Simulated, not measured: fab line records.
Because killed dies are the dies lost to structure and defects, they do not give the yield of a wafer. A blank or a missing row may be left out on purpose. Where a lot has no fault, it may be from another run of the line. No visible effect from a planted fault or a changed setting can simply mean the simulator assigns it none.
Split-lot experiment :: flow berkeley_cmos170 :: 5 lots, 23 wafers read, on a route of 331 steps

## ON THE SPLIT
At UCB170_M3_EXPOSE_12 (exposes mask METAL3, target cd 700 nm), the setting dose_mj was moved away from the recipe's 26 on 8 of the 23 wafers read, by +4.5% to +7.3%. The other wafers ran this setting at the recipe's value.

## FROM THE SPLIT TO THE READING: what the file shows between them, 6 steps
- UCB170_M3_PEB_13
- UCB170_M3_DEVELOP_14: develop time 45 s
- UCB170_M3_CD_MEAS_15: target cd 700 nm
- UCB170_M3_ETCH_17: etches BARC in N2/H2
- UCB170_M3_METAL_ETCH_18: etches Al in Cl2/BCl3, stops on SiO2, target depth 1170 nm, time 186.4 s
- UCB170_M3_STRIP_19: strips in O2

## THE READING
cd_nm at UCB170_M3_CD_MEAS_90, given in nm (cd target 700 nm). A value of 702 nm with a standard deviation of 3.3 nm is what fault-free wafers of this fab line usually give.

wafer: L074.2
tool, chamber at the split: krf_scanner-02, 0
dose_mj as run: 26
against the recipe: recipe
cd_nm, nm: 699
against lot-mates on the recipe: -

wafer: L074.4
tool, chamber at the split: krf_scanner-02, 0
dose_mj as run: 26
against the recipe: recipe
cd_nm, nm: 702
against lot-mates on the recipe: -

wafer: L074.6
tool, chamber at the split: krf_scanner-02, 0
dose_mj as run: 26
against the recipe: recipe
cd_nm, nm: 695
against lot-mates on the recipe: -

wafer: L079.1
tool, chamber at the split: krf_scanner-02, 0
dose_mj as run: 27.86
against the recipe: +7.2%
cd_nm, nm: 688
against lot-mates on the recipe: -13

wafer: L079.3
tool, chamber at the split: krf_scanner-02, 0
dose_mj as run: 26
against the recipe: recipe
cd_nm, nm: 702
against lot-mates on the recipe: -

wafer: L079.4
tool, chamber at the split: krf_scanner-02, 0
dose_mj as run: 26
against the recipe: recipe
cd_nm, nm: 701
against lot-mates on the recipe: -

wafer: L079.5
tool, chamber at the split: krf_scanner-02, 0
dose_mj as run: 27.86
against the recipe: +7.2%
cd_nm, nm: 690
against lot-mates on the recipe: -11

wafer: L079.6
tool, chamber at the split: krf_scanner-02, 0
dose_mj as run: 26
against the recipe: recipe
cd_nm, nm: 701
against lot-mates on the recipe: -

wafer: L078.1
tool, chamber at the split: krf_scanner-02, 0
dose_mj as run: 27.91
against the recipe: +7.3%
cd_nm, nm: 694
against lot-mates on the recipe: -8

wafer: L078.2
tool, chamber at the split: krf_scanner-02, 0
dose_mj as run: 26
against the recipe: recipe
cd_nm, nm: 703
against lot-mates on the recipe: -

wafer: L078.3
tool, chamber at the split: krf_scanner-02, 0
dose_mj as run: 26
against the recipe: recipe
cd_nm, nm: 702
against lot-mates on the recipe: -

wafer: L078.5
tool, chamber at the split: krf_scanner-02, 0
dose_mj as run: 27.91
against the recipe: +7.3%
cd_nm, nm: 693
against lot-mates on the recipe: -10

wafer: L078.6
tool, chamber at the split: krf_scanner-02, 0
dose_mj as run: 27.91
against the recipe: +7.3%
cd_nm, nm: 695
against lot-mates on the recipe: -8

wafer: L084.1
tool, chamber at the split: krf_scanner-01, 0
dose_mj as run: 26
against the recipe: recipe
cd_nm, nm: 704
against lot-mates on the recipe: -

wafer: L084.3
tool, chamber at the split: krf_scanner-01, 0
dose_mj as run: 26
against the recipe: recipe
cd_nm, nm: 706
against lot-mates on the recipe: -

wafer: L084.4
tool, chamber at the split: krf_scanner-01, 0
dose_mj as run: 26
against the recipe: recipe
cd_nm, nm: 702
against lot-mates on the recipe: -

wafer: L084.5
tool, chamber at the split: krf_scanner-01, 0
dose_mj as run: 26
against the recipe: recipe
cd_nm, nm: 704
against lot-mates on the recipe: -

wafer: L084.6
tool, chamber at the split: krf_scanner-01, 0
dose_mj as run: 26
against the recipe: recipe
cd_nm, nm: 699
against lot-mates on the recipe: -

wafer: L085.1
tool, chamber at the split: krf_scanner-01, 0
dose_mj as run: 27.16
against the recipe: +4.5%
cd_nm, nm: 697
against lot-mates on the recipe: -6

wafer: L085.2
tool, chamber at the split: krf_scanner-01, 0
dose_mj as run: 27.16
against the recipe: +4.5%
cd_nm, nm: 696
against lot-mates on the recipe: -8

wafer: L085.3
tool, chamber at the split: krf_scanner-01, 0
dose_mj as run: 27.16
against the recipe: +4.5%
cd_nm, nm: 695
against lot-mates on the recipe: -8

wafer: L085.4
tool, chamber at the split: krf_scanner-01, 0
dose_mj as run: 26
against the recipe: recipe
cd_nm, nm: 705
against lot-mates on the recipe: -

wafer: L085.6
tool, chamber at the split: krf_scanner-01, 0
dose_mj as run: 26
against the recipe: recipe
cd_nm, nm: 702
against lot-mates on the recipe: -

THE FIT
A straight line over all 23 wafers: cd_nm changes by -1.34 nm for each +1% of dose_mj; r = -0.86; the points scatter about the line by 2.6 nm.
The same after taking each lot's own level away (the mean of its wafers on the recipe; 23 wafers): -1.42 nm for each +1%; r = -0.91; scatter 2.1 nm.
On that fit, the largest move of dose_mj shifts the reading by 10 nm.
Measured against the standard deviation above, the lots' own levels, which go from 698.7 to 703.5 nm, span 1.5 times it.
The two slopes agree, so the slope changes little with the lot-to-lot level.
Check: -10.9 nm against its lot-mates is what the line predicts for one of the wafers moved furthest among these (+7.3%) when that wafer is left out of the fit. Against them it came out at -8.5 nm.

## THE WHOLE CHAIN: every reading that the file lists as answering this split, in the file's order
step: UCB170_M3_CD_MEAS_15
what it does: target cd 700 nm
reading: cd_nm
change (the file's fit): -1.68 nm for each +1% of the setting
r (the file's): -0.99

step: UCB170_M3_ETCH_17
what it does: etches BARC in N2/H2
reading: M3.cd_nm (the simulator's own value, which no gauge read)
change (the file's fit): -1.71 nm for each +1% of the setting
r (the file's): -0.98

step: UCB170_M3_METAL_ETCH_18
what it does: etches Al in Cl2/BCl3, stops on SiO2, target depth 1170 nm, time 186.4 s
reading: M3.cd_nm (the simulator's own value, which no gauge read)
change (the file's fit): -1.49 nm for each +1% of the setting
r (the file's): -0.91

step: UCB170_M3_CD_MEAS_90
what it does: target cd 700 nm
reading: cd_nm
change (the file's fit): -1.51 nm for each +1% of the setting
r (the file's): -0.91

## FILE'S OWN FIT
cd_nm changes by -1.51 nm for each +1% of dose_mj, r = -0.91.
